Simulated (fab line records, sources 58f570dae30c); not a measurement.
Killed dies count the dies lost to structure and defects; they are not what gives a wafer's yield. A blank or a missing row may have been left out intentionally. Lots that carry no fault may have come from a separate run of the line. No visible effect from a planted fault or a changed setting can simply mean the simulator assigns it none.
A struck lot beside a sound one / flow berkeleyCmos170 / 29 out of 331 route steps
Sound: the wafers L701.2, L701.3, L701.6. Wafers struck: L715.1, L715.2, L715.6. The cause is named last.
Each step with rows lists, per side, the tool, then ch with its chambers, then its first start. Under that, the readings that differ: sound wafers / struck wafers / difference of the means / sigmas: that difference in standard deviations of wafers without a fault.
alike: same words and numbers on both sides, and readings whose means sit less than 2 such deviations apart. not compared: any withheld reading, any reading some wafer has no value for, any bound like >300 that may hide the same value, and any number with overlapping values for which the record gives no deviation.
Wherever a step has rows on one side only, a row that says differs or no value, or a row with sigmas, the two part there. Non-overlapping numbers with no deviation appear without sigmas and do not part them. Lack of a reading on every wafer of one side parts them only where that side has two or more wafers.

UCB170_ACTIVE_THK_MEAS_03:
  sound on filmMetro-02, day 4 21:56; struck on filmMetro-01, day 7 13:11
  alike: ACTIVE_OXIDE_THK
then, 2 steps without rows for these wafers: UCB170_ACTIVE_ANNEAL_04 (time 900 s); UCB170_ACTIVE_CVD_05 (deposits Si3N4 from SiH2Cl2/NH3, target thk 220 nm, time 3300 s).
UCB170_ACTIVE_THK_MEAS_06:
  sound on filmMetro-01, day 5 02:49; struck on filmMetro-01, day 7 20:02
  alike: ACTIVE_NITRIDE_THK
then, 4 steps without rows for these wafers: UCB170_ACTIVE_HMDS_07 (prime time 60 s); UCB170_ACTIVE_COAT_08 (resist thk 900 nm); UCB170_ACTIVE_SOFTBAKE_09 (time 60 s); UCB170_ACTIVE_EXPOSE_10 (exposes mask ACTIVE, target cd 1200 nm).
UCB170_ACTIVE_PEB_11:
  sound on lithoTrack-03 ch 0, day 5 04:05; struck on lithoTrack-04 ch 0, day 7 20:40
  alike: exhaustPa, plateSensorTCentreC, plateSensorTEdgeC
then, 1 step without rows for these wafers: UCB170_ACTIVE_DEVELOP_12 (develop time 45 s).
UCB170_ACTIVE_CD_MEAS_13: the cd target is 1200 nm.
  sound on cdSem-01, day 5 04:22; struck on cdSem-02, day 7 20:56
  alike: cdNm
UCB170_ACTIVE_OVL_MEAS_14:
  sound on overlay-02, day 5 04:28; struck on overlay-01, day 7 21:03
  alike: ACTIVE_OVL
UCB170_ACTIVE_ETCH_15: etches Si3N4 in CH3F/Ar/O2, stops on SiO2, target depth 242 nm, time 151 s.
  sound on rieDiel-03 ch 1,3, day 5 04:30; struck on rieDiel-04 ch 1,2,3, day 7 21:05
reading=oesProductAu (a.u.); sound=0.941 0.952 0.944; struck=0.910 0.890 0.901; difference=-0.045; sigmas=-3
reading=model.KrF_of_ACTIVE_COAT_08.thkNm (nm); sound=728.7 726.3 725.6; struck=720.6 719.5 716.5; difference=-8.0; sigmas=
reading=model.SiO2_of_ACTIVE_OXIDATION_02.thkNm (nm); sound=21.76 22.16 21.73; struck=20.8 21.1 20.98; difference=-0.9; sigmas=
  alike: drypumpMotorCurrentA, throttleValvePct
  not compared: rfHoursCounterH
UCB170_ACTIVE_STRIP_16: strips in O2.
  sound on plasmaAsher-01 ch 0, day 5 04:36; struck on plasmaAsher-01 ch 0,1, day 7 21:11
reading=stripTimeToEndpointS (s); sound=18.18 18.14 18.12; struck=17.99 17.97 17.89; difference=-0.20; sigmas=-3
  alike: drypumpMotorCurrentA, oesProductAu
  not compared: rfHoursCounterH
UCB170_ACTIVE_CD_MEAS_90: the cd target is 1200 nm.
  sound on cdSem-02, day 5 04:45; struck on cdSem-01, day 7 21:17
  alike: cdNm
then, 7 steps without rows for these wafers: UCB170_ACTIVE_CLEAN_17 (cleans in SPM, time 600 s); UCB170_PFIELD_HMDS_00 (prime time 60 s); UCB170_PFIELD_COAT_01 (resist thk 900 nm); UCB170_PFIELD_SOFTBAKE_02 (time 60 s); UCB170_PFIELD_EXPOSE_03 (exposes mask PFIELD, target cd 1500 nm); UCB170_PFIELD_PEB_04; UCB170_PFIELD_DEVELOP_05 (develop time 45 s).
UCB170_PFIELD_OVL_MEAS_06:
  sound on overlay-01, day 5 08:18; struck on overlay-02, day 7 23:07
  alike: PFIELD_OVL
next, for these wafers, 1 step has no rows: UCB170_PFIELD_IMPLANT_07.
UCB170_PFIELD_STRIP_08: strips in O2.
  sound on plasmaAsher-04 ch 0,1, day 5 08:29; struck on plasmaAsher-04 ch 0,1, day 7 23:19
  alike: drypumpMotorCurrentA, oesProductAu, stripTimeToEndpointS
  not compared: rfHoursCounterH
UCB170_PFIELD_TW_MEAS_09:
  sound on filmMetro-03, day 5 08:35; struck on filmMetro-04, day 7 23:25
  alike: PFIELD_TW
UCB170_FIELD_CLEAN_00: cleans in dHF, time 7.5 s.
  sound on wetBench-01 ch 0, day 5 10:07; struck on wetBench-01 ch 1, day 7 23:28
reading=model.SiO2_of_ACTIVE_OXIDATION_02.thkNm (nm); sound=20.28 20.68 20.26; struck=19.33 19.62 19.51; difference=-0.92; sigmas=
then, 1 step without rows for these wafers: UCB170_FIELD_OXIDATION_01 (target thk 558.3 nm, ox time 7200 s).
-- the record jumps here: 3 days lie between the struck wafers' starts before and after (it left off in module FIELD and takes up again in module M3, whose first step shown is number 331 of the route) --
UCB170_M3_PROBE_99:
  only the struck wafers here have rows in the record (prober-02, day 11 10:31); the sound ones have none

WHERE THEY PART
Last at UCB170_M3_PROBE_99 as far as this record goes, first at UCB170_ACTIVE_ETCH_15.

WHY: the cause the simulator had injected
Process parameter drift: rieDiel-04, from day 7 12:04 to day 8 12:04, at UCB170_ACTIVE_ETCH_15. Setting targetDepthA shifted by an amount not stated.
